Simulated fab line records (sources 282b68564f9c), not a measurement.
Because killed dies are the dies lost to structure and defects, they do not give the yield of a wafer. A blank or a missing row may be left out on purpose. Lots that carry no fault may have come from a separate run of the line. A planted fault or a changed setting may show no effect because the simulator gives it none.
fab line records -- flow rit-cmos
record lots=14, wafers=42, last-day=8
route steps=202 shown FOX2@26 M1@202
lots with no fault: from the same line, run without faults
start-h: hours from the record's first day to the start of the lot's first wafer shown -- wait-h: hours since the lot's step before -- " identical to the entry in the row above -- L1.1+2: several wafers, shown together as one row -- - no value, or no start given -- * or withheld: withheld -- < > ~ a bound
route shown NAME@n: NAME is a module with steps in the file, n the number in the route of the first one -- usual: mean and standard deviation over wafers with no fault -- same: alike in all rows -- chamber/n: place in a boat -- sites: readings site by site -- _std_site: their standard deviation -- _edge_site: inner sites' mean taken away from outer sites' mean -- radius-mm: how far each site lies from the wafer's centre -- mask NAME#n: copy n -- behind: the tool/chamber that last shaped the wafer -- hold: why the lot went on hold/how many hours it stayed there/how the hold came to an end -- device: whichever transistor did not switch (one of n, p or np) -- end of line: at the end of the route, the tests of the same wafers -- for a step that has no rows: nothing shown but its recipe -- killed: the dies lost at the first sort to structure and to defects; this is not the yield of the wafer -- map: a wafer's dies, marking killed ones x, the rest . and places with no die _
set.NAME: the setting that was run; set.NAME@STEP: the one run at that earlier step -- model.NAME: the simulator's own value behind a step, which no gauge read
route steps across a sampled set of lots; one table per step, one row per wafer
## steps
# step RIT_FOX2_WET_ETCH_03
# recipe chemistry=H3PO4, target=Si3N4, target-depth-nm=195, temp-c=165, time-s=2700
# usual bath-heat-duty-pct=28.0/2.8
lot.wafer,tool,chamber,start-h,wait-h,bath-heat-duty-pct
L197.1,wet-bench-04,1,18.90,0.0,23.6
L197.3,wet-bench-04,1,18.90,0.0,21.8
L197.4,wet-bench-04,1,18.90,0.0,21.8
L198.2,wet-bench-02,2,25.72,0.0,31.7
L198.3,wet-bench-02,2,25.72,0.0,33.3
L198.6,wet-bench-02,2,25.72,0.0,30.7
L199.2,wet-bench-03,1,29.22,0.0,27.9
L199.3,wet-bench-03,1,29.22,0.0,28.4
L199.6,wet-bench-03,1,29.22,0.0,27.7
L200.1,wet-bench-04,3,36.28,0.0,30.4
L200.2,wet-bench-04,3,36.28,0.0,29.6
L200.6,wet-bench-04,3,36.28,0.0,29.7
L201.1,wet-bench-04,0,41.38,0.0,29.9
L201.4,wet-bench-04,0,41.38,0.0,29.1
L201.6,wet-bench-04,0,41.38,0.0,30.3
L205.1,wet-bench-02,0,58.84,0.0,25.3
L205.3,wet-bench-02,0,58.84,0.0,27.1
L205.4,wet-bench-02,0,58.84,0.0,28.8
L206.3,wet-bench-04,1,66.56,0.0,23.1
L206.4,wet-bench-04,1,66.56,0.0,24.5
L206.6,wet-bench-04,1,66.56,0.0,25.0
L207.3,wet-bench-04,0,71.30,0.0,30.2
L207.5,wet-bench-04,0,71.30,0.0,31.3
L207.6,wet-bench-04,0,71.30,0.0,28.7
L209.1,wet-bench-02,1,79.73,0.0,28.9
L209.2,wet-bench-02,1,79.73,0.0,26.6
L209.3,wet-bench-02,1,79.73,0.0,26.8
L211.2,wet-bench-02,1,91.49,0.0,28.3
L211.5,wet-bench-02,1,91.49,0.0,26.7
L211.6,wet-bench-02,1,91.49,0.0,29.0
L212.1,wet-bench-03,3,94.54,0.0,25.4
L212.5,wet-bench-03,3,94.54,0.0,24.9
L212.6,wet-bench-03,3,94.54,0.0,25.6
L215.1,wet-bench-02,2,112.77,0.0,32.3
L215.2,wet-bench-02,2,112.77,0.0,33.4
L215.4,wet-bench-02,2,112.77,0.0,31.9
L218.2,wet-bench-03,3,130.18,0.0,26.1
L218.3,wet-bench-03,3,130.18,0.0,29.7
L218.4,wet-bench-03,3,130.18,0.0,24.8
L219.1,wet-bench-03,2,142.39,0.0,27.1
L219.2,wet-bench-03,2,142.39,0.0,26.8
L219.6,wet-bench-03,2,142.39,0.0,28.1
# step RIT_M1_PROBE_99
# usual killed_at_M0_to_M3=0.0/0.083, killed-at-contacts=0.1/0.27, killed-at-front-end=7/3.1, killed-dies=7/3.2, killed-on-rim=1.8/1.4, killed-open=3.8/2.1, killed-short=3.6/2
# same gross-dies=264, killed_at_M4_up=0, killed-at-back-side=0, killed-at-other=0
lot.wafer,tool,chamber,start-h,wait-h,killed_at_M0_to_M3,killed-at-contacts,killed-at-front-end,killed-dies,killed-on-rim,killed-open,killed-short
L206.3,prober-02,-,108.75,0.2,1,0,41,42,12,3,7
L206.4,prober-02,-,108.80,0.2,0,0,39,39,9,3,5
L206.6,prober-02,-,108.90,0.2,0,0,38,38,9,3,2
L207.3,prober-01,-,114.18,0.2,0,0,51,51,7,7,4
L207.5,prober-01,-,114.28,0.2,0,0,54,54,7,6,6
L207.6,prober-01,-,114.33,0.2,0,0,41,41,5,1,3
L209.1,prober-01,-,124.19,0.1,0,0,11,11,3,4,7
L209.2,prober-01,-,124.24,0.1,0,0,10,10,0,3,7
L209.3,prober-01,-,124.29,0.2,0,1,12,13,5,6,7
L211.2,prober-01,-,141.59,0.1,0,0,7,7,2,5,2
L211.5,prober-01,-,141.74,0.2,0,0,3,3,1,1,2
L211.6,prober-01,-,141.79,0.2,0,0,10,10,3,8,2
L215.1,prober-01,-,165.76,0.1,0,1,3,4,1,4,0
L215.2,prober-01,-,165.81,0.1,0,1,9,10,2,1,9
L215.4,prober-01,-,165.91,0.2,0,0,5,5,0,4,1
# killed by level:class
L206.3 FOX2:unspecified=32 FOX1:geometric-particle:open=2 REOX:geometric-particle:short=2 SPACER:geometric-particle:short=2 GATE:geometric-particle:short=1 REOX:geometric-particle:open=1 SILICIDE:geometric-particle:short=1 M1:geometric-particle:short=1
L206.4 FOX2:unspecified=31 GATE:geometric-particle:short=3 GATE:geometric-particle:open=2 REOX:geometric-particle:short=1 SPACER:geometric-particle:short=1 SILICIDE:geometric-particle:open=1
L206.6 FOX2:unspecified=33 GATE:geometric-particle:open=2 SPACER:geometric-particle:short=2 FOX2:geometric-particle:open=1
L207.3 FOX2:unspecified=40 SILICIDE:geometric-particle:open=3 FOX1:geometric-particle:short=2 GATE:geometric-particle:open=2 FOX1:geometric-particle:open=1 FOX2:geometric-particle:open=1 GATE:geometric-particle:short=1 SILICIDE:geometric-particle:short=1
L207.5 FOX2:unspecified=42 FOX1:geometric-particle:open=3 FOX1:geometric-particle:short=2 FOX2:geometric-particle:open=2 GATE:geometric-particle:short=2 REOX:geometric-particle:short=1 REOX:geometric-particle:open=1 SILICIDE:geometric-particle:short=1
L207.6 FOX2:unspecified=37 FOX1:geometric-particle:short=2 FOX2:geometric-particle:open=1 SILICIDE:geometric-particle:short=1
L209.1 FOX1:geometric-particle:short=2 GATE:geometric-particle:open=2 GATE:geometric-particle:short=2 REOX:geometric-particle:short=2 FOX1:geometric-particle:open=1 SPACER:geometric-particle:short=1 SILICIDE:geometric-particle:open=1
L209.2 SPACER:geometric-particle:short=3 FOX1:geometric-particle:open=2 REOX:geometric-particle:short=2 FOX2:geometric-particle:short=1 GATE:geometric-particle:short=1 SPACER:geometric-particle:open=1
L209.3 SPACER:geometric-particle:short=3 REOX:geometric-particle:open=2 FOX1:geometric-particle:short=1 FOX1:geometric-particle:open=1 GATE:geometric-particle:short=1 GATE:geometric-particle:open=1 REOX:geometric-particle:short=1 SPACER:geometric-particle:open=1
L211.2 SPACER:geometric-particle:open=2 FOX1:geometric-particle:open=1 FOX1:geometric-particle:short=1 GATE:geometric-particle:short=1 GATE:geometric-particle:open=1 SILICIDE:geometric-particle:open=1
L211.5 GATE:geometric-particle:open=1 REOX:geometric-particle:short=1 SPACER:geometric-particle:short=1
L211.6 GATE:geometric-particle:open=6 SPACER:geometric-particle:open=2 GATE:geometric-particle:short=1 SILICIDE:geometric-particle:short=1
L215.1 SPACER:geometric-particle:open=2 FOX1:geometric-particle:open=1 CONTACT:geometric-particle:open=1
L215.2 FOX1:geometric-particle:short=3 SPACER:geometric-particle:short=2 GATE:geometric-particle:short=1 REOX:geometric-particle:short=1 SPACER:geometric-particle:open=1 SILICIDE:geometric-particle:short=1 CONTACT:geometric-particle:short=1
L215.4 SPACER:geometric-particle:open=3 GATE:geometric-particle:short=1 SILICIDE:geometric-particle:open=1
## key
first-sign step=RIT_M1_PROBE_99, reading=killed-at-front-end, direction=up, sigmas=12, usual=7, struck=44
effect step=RIT_M1_PROBE_99, reading=killed-dies, direction=up, sigmas=12, usual=7, struck=44
met-at RIT_FOX2_WET_ETCH_03
struck-lots L206,L207
tester-left-out L206,L207
onset-between 41.38 66.56
fault kind=chamber-particle-source, tool=wet-bench-04, chamber=-, onset-h=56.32, steps=RIT_FOX2_WET_ETCH_03, rate-per-visit-cm2=1.4195, end-h=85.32
# tester-left-out: of these lots the tester's yield and bins aren't shown, on N5 and GAA mostly nor the transistor test; their killed dies are dies lost to structure and defects alone, not to doping, threshold or leakage, so they don't give the yield
